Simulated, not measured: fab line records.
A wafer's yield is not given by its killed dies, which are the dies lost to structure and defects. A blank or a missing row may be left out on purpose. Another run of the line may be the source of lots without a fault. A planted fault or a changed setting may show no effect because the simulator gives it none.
Split-lot trial -- flow rit-cmos -- 23 wafers read from 5 lots, route of 202 steps

== ABOUT THE SPLIT ==
At RIT_PLDD_IMPLANT_08, the setting energy-kev was moved away from the recipe's 20 on 5 of the 23 wafers read, by -3.0% to +4.2%. For the rest of the wafers, this setting stayed at what the recipe calls for.

The reading comes from the split's own step.

== THE READING ==
The simulator's own value implant.drp-nm, read by no gauge, in nm at RIT_PLDD_IMPLANT_08. No usual value for it is given in the file.

wafer,"tool, chamber at the split",energy-kev as run,against the recipe,"implant.drp-nm, nm",against lot-mates on the recipe
L076.1,"implanter-02, 0",20,recipe,9.752,-
L076.4,"implanter-02, 0",20,recipe,9.752,-
L076.2,"implanter-02, 0",20.85,+4.2%,10.04,+0.288
L076.3,"implanter-02, 0",20.85,+4.2%,10.04,+0.288
L076.5,"implanter-02, 0",20.85,+4.2%,10.04,+0.288
L080.1,"implanter-01, 0",20,recipe,9.752,-
L080.2,"implanter-01, 0",20,recipe,9.752,-
L080.3,"implanter-01, 0",20,recipe,9.752,-
L080.4,"implanter-01, 0",20,recipe,9.752,-
L080.6,"implanter-01, 0",20,recipe,9.752,-
L082.1,"implanter-03, 0",20,recipe,9.752,-
L082.2,"implanter-03, 0",20,recipe,9.752,-
L082.6,"implanter-03, 0",20,recipe,9.752,-
L083.1,"implanter-03, 0",20,recipe,9.752,-
L083.4,"implanter-03, 0",20,recipe,9.752,-
L083.5,"implanter-03, 0",20,recipe,9.752,-
L083.2,"implanter-03, 0",19.4,-3.0%,9.545,-0.207
L083.6,"implanter-03, 0",19.4,-3.0%,9.545,-0.207
L084.1,"implanter-02, 0",20,recipe,9.752,-
L084.2,"implanter-02, 0",20,recipe,9.752,-
L084.3,"implanter-02, 0",20,recipe,9.752,-
L084.4,"implanter-02, 0",20,recipe,9.752,-
L084.5,"implanter-02, 0",20,recipe,9.752,-

FIT RESULTS
A straight line over all 23 wafers: implant.drp-nm changes by +0.0681 nm for each +1% of energy-kev; r = +1.00; the points scatter about the line by 0.00089 nm.
The same after taking each lot's own level away (the mean of its wafers on the recipe; 23 wafers): +0.0681 nm for each +1%; r = +1.00; scatter 0.00089 nm.
Per that fit: largest energy-kev move, reading shift of 0.29 nm.
The lots' own levels span 9.7520 to 9.7520 nm.
The two slopes agree, so the slope changes little with the lot-to-lot level.
Check: with one of the wafers moved furthest among these (+4.2%) left out of the fit, the line predicts +0.289 nm for it against its lot-mates. It came out at +0.288 nm against them.

== THESE WAFERS: OTHER SPLITS ==
Note: prior to the reading, these wafers also went through further splits. Each is held against what the fit with the lots' levels taken away leaves over:
other split on the same wafers,wafers away from the commonest value,r with implant.drp-nm (lot level and that fit taken away)
RIT_ACTIVE_OXIDATION_01 temp-c,18,+0.36
RIT_ACTIVE_COAT_06 spin-rpm,6,+0.01
RIT_FOX2_WET_ETCH_03 time-s,15,-0.18
RIT_PWELL_IMPLANT_08 dose-cm2,10,-0.29
RIT_PRETRO_IMPLANT_08 energy-kev,9,+0.05
RIT_GATE_CVD_08 time-s,15,-0.47
RIT_GATE_ETCH_19 rf-w,9,-0.25
RIT_REOX_OXIDATION_03 ox-time-s,15,-0.25
RIT_NLDD_IMPLANT_08 dose-cm2,8,-0.08
RIT_PLDD_COAT_01 resist-thk-nm,8,-0.20

== THE WHOLE CHAIN: every reading that the file lists as answering this split, in the file's order ==
step,what it does,reading,change (the file's fit),r (the file's)
RIT_PLDD_IMPLANT_08,,"implant.rp-nm (the simulator's own value, which no gauge read)",+0.136 nm for each +1% of the setting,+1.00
RIT_PLDD_IMPLANT_08,,"implant.drp-nm (the simulator's own value, which no gauge read)",+0.0683 nm for each +1% of the setting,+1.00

== FILE'S OWN FIT ==
implant.drp-nm changes by +0.0683 nm for each +1% of energy-kev, r = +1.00.
